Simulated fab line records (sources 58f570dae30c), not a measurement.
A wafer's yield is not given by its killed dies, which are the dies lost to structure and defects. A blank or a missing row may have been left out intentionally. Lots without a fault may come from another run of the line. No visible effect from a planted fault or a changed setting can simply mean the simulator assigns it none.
Code-filled problem report in 8D (eight disciplines) form ; flow berkeley cmos170 ; the parts of the form that need people (team, actions taken, sign-off) are left out

== 1. WHAT IS WRONG ==
SPACER_TEOS_THK at UCB170_SPACER_THK_MEAS_01 reads a mean of 324 nm on 1 wafer of 1 lot; wafers without a fault read 375 nm with a standard deviation of 4.4. Relative to the usual mean, that is a shift of -12 standard deviations.
The first sign was on wafer L124.4 at day 10 10:09, on film metro-02. The record holds 39 wafers of 13 lots with a number at this step. Rule for "out" (also "out of limits"): further than 4 standard deviations from the usual mean. The other wafers with a number count as sound.

== 2. WHAT THIS IS AND IS NOT ==
question;is;is not
which readings at this step;SPACER_TEOS_THK;-
which lots;L124;L110, L111, L112, L113, L114, L115, L118, L119, L120, L128, L130, L132
which wafers of those lots;L124.4;L124.1, L124.2
read on which gauges;film metro-02;film metro-01, film metro-03
when;from day 10 10:09;"up to then (29 sound wafers); but 9 sound wafers of L128, L130, L132 came after"

== 3. SUSPECTS, AND WHAT RULES EACH OUT ==
Counting: a tool at a process step up to the reading stays a suspect if it ran every lot that is out. Sound lots after the first of them don't rule it out here, since some wafers of a struck lot are sound.
- the gauge at UCB170_SPACER_THK_MEAS_01: ruled out. All the wafers that are out were read on film metro-02, but those of them that UCB170_SPACER_CVD_00 has rows for are out there too, on other tools.
- plasma asher-01 at UCB170_PLDD_STRIP_10 (strips in O2): kept. The lot that is out, L124, ran on it at day 10 06:33; the last sound lot it ran before that was L118, at day 8 15:57.
- pecvd-03 at UCB170_SPACER_CVD_00 (deposits SiO2 from TEOS/O2, target thk 376 nm, time 47 s): kept. The lot that is out, L124, ran on it at day 10 10:07; the last sound lot it ran before that was L118, at day 8 20:56. Its own readings are out on those wafers: rf fwd power W.
- In pecvd-03 at UCB170_SPACER_CVD_00, the wafers that are out were processed in chamber 0 and their sound lot-mates in chambers 1, 2.
After counting, plasma asher-01 at UCB170_PLDD_STRIP_10 and pecvd-03 at UCB170_SPACER_CVD_00 remain.

== 4. THE CAUSE (what the simulator had put in) ==
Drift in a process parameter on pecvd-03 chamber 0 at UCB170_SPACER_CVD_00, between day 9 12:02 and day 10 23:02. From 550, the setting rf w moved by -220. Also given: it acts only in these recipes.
After counting, 2 suspects remain, this tool included.

== 5. SEQUENCE OF EFFECTS, ordered by route ==
Each row: a reading whose mean over the struck wafers that have a number lies more than 3 standard deviations from the usual. Only readings for which the record gives a usual standard deviation are gone through. hours: the time from each lot's start at the first step in this table that gives one to its start at this step, as a median over the lots. sigmas: the change in usual standard deviations.
hours;step;reading;usual;on struck wafers;change;sigmas
0;UCB170_SPACER_CVD_00;rf fwd power W;544.3 W;324.6;-219.7;-92
0;UCB170_SPACER_THK_MEAS_01;SPACER_TEOS_THK;375 nm;324;-51;-12
7;UCB170_SPACER_ETCHBACK_03;oes product au;0.904 a.u.;0.829;-0.075;-4.4
The process steps in it:
- UCB170_SPACER_CVD_00: deposits SiO2 from TEOS/O2, target thk 376 nm, time 47 s.
- UCB170_SPACER_ETCHBACK_03: etches SiO2 in CHF3/CF4/Ar, stops on Si, target depth 376 nm, time 100 s.
Later steps that measure or inspect, where all struck wafers having a row at the step show a number for every such reading and not one has moved that far: UCB170_SDANNEAL_RS_MEAS_05.

== 6. HOW IT WOULD HAVE BEEN CAUGHT EARLIER ==
22 hours passed between the start of the fault at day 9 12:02 and the first reading out of limits at a measuring or inspecting step in this record, taken at day 10 10:09.
The tool's own readings at UCB170_SPACER_CVD_00 were out on every struck wafer that the step has a row for (rf fwd power W): an alarm limit on them would have fired on the first of those.
The start of UCB170_SPACER_CVD_00 on pecvd-03 came by day 10 10:09 for every one of the lots that are out (1). A hold on the tool at that time would have spared none of them.
